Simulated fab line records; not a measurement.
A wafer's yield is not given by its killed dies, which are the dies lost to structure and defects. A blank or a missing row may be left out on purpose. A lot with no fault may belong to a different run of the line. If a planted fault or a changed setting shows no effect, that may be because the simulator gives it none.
A lot that was struck, set against a sound lot | flow berkeley_cmos170 | 14 steps out of a route of 331
Sound: the wafers L832.1, L832.3, L832.6. The struck wafers were L841.2, L841.4, L841.5. Last of all comes the cause.
For every step that has rows: the tool of each side, followed by ch and its chambers, followed by its first start. Under that, the readings that differ: sound wafers | struck wafers | difference of the means | sigmas: that difference in standard deviations of wafers without a fault.
alike: readings whose means differ by less than 2 such deviations, and words and numbers that are the same on both sides. not compared: withheld readings, readings that some wafer has no value for, bounds like >300 that may hide the same value, and numbers for which the record gives no deviation and whose values overlap.
Wherever a step has rows on one side only, a row that says differs or no value, or a row with sigmas, the two part there. Non-overlapping numbers with no deviation appear without sigmas and do not part them. Lack of a reading on every wafer of one side parts them only where that side has two or more wafers.

first, 2 steps without rows for these wafers: UCB170_GATE_PEB_10; UCB170_GATE_DEVELOP_11 (develop time 45 s).
UCB170_GATE_CD_MEAS_12 targets a cd of 350 nm.
  sound: cd_sem-02 at day 6 18:44; struck: cd_sem-01 at day 9 00:41
  reading    | sound             | struck            | difference | sigmas
  cd_nm (nm) | 350.5 351.5 351.3 | 348.4 348.3 348.1 | -2.8       | -3
UCB170_GATE_OVL_MEAS_13:
  sound: overlay-01 at day 6 18:51; struck: overlay-02 at day 9 00:48
  alike: GATE_OVL
UCB170_GATE_ETCH_14: etches BARC in N2/H2.
  sound on rie_diel-03 ch 0,1, day 6 18:53; struck on rie_diel-03 ch 0,1,3, day 9 00:50
  alike: drypump_motor_current_A, oes_product_au, throttle_valve_pct
UCB170_GATE_ETCH_15: etches poly-Si in HBr/Cl2, stops on SiO2, time 56.3 s, target depth 278.2 nm.
  sound on rie_si-01 ch 0,3, day 6 18:56; struck on rie_si-02 ch 0,2,3, day 9 00:52
  alike: drypump_motor_current_A, mfc_cl2_sccm, oes_product_au, throttle_valve_pct
  not compared: rf_hours_counter_h
UCB170_GATE_STRIP_16: strips in O2.
  sound on plasma_asher-02 ch 1, day 6 18:58; struck on plasma_asher-03 ch 0,1, day 9 00:55
  alike: drypump_motor_current_A, oes_product_au
  not compared: rf_hours_counter_h
UCB170_GATE_CD_MEAS_90 targets a cd of 350 nm.
  sound: cd_sem-01 at day 6 19:04; struck: cd_sem-02 at day 9 01:02
  alike: cd_nm
then, 4 steps without rows for these wafers: UCB170_GATE_CLEAN_17 (cleans in SPM, time 600 s); UCB170_PLDD_HMDS_00 (prime time 60 s); UCB170_PLDD_COAT_01 (resist thk 900 nm); UCB170_PLDD_SOFTBAKE_02 (time 60 s).
UCB170_PLDD_EXPOSE_03: exposes mask PSELECT, target cd 1200 nm.
  struck on krf_scanner-02, day 9 02:13; sound on krf_scanner-02 ch 0, day 6 20:01
  no value came back on the struck wafers for exposure_dose_mJ_cm2, focus_offset_nm (nm); on the sound wafers exposure_dose_mJ_cm2 reads 29.996 29.969 30.015
  alike: mask
then, 1 step without rows for these wafers: UCB170_PLDD_PEB_04.

== WHERE THEY PART ==
First at UCB170_GATE_CD_MEAS_12; last, within this record, at UCB170_PLDD_EXPOSE_03.

WHY: what the simulator had put in
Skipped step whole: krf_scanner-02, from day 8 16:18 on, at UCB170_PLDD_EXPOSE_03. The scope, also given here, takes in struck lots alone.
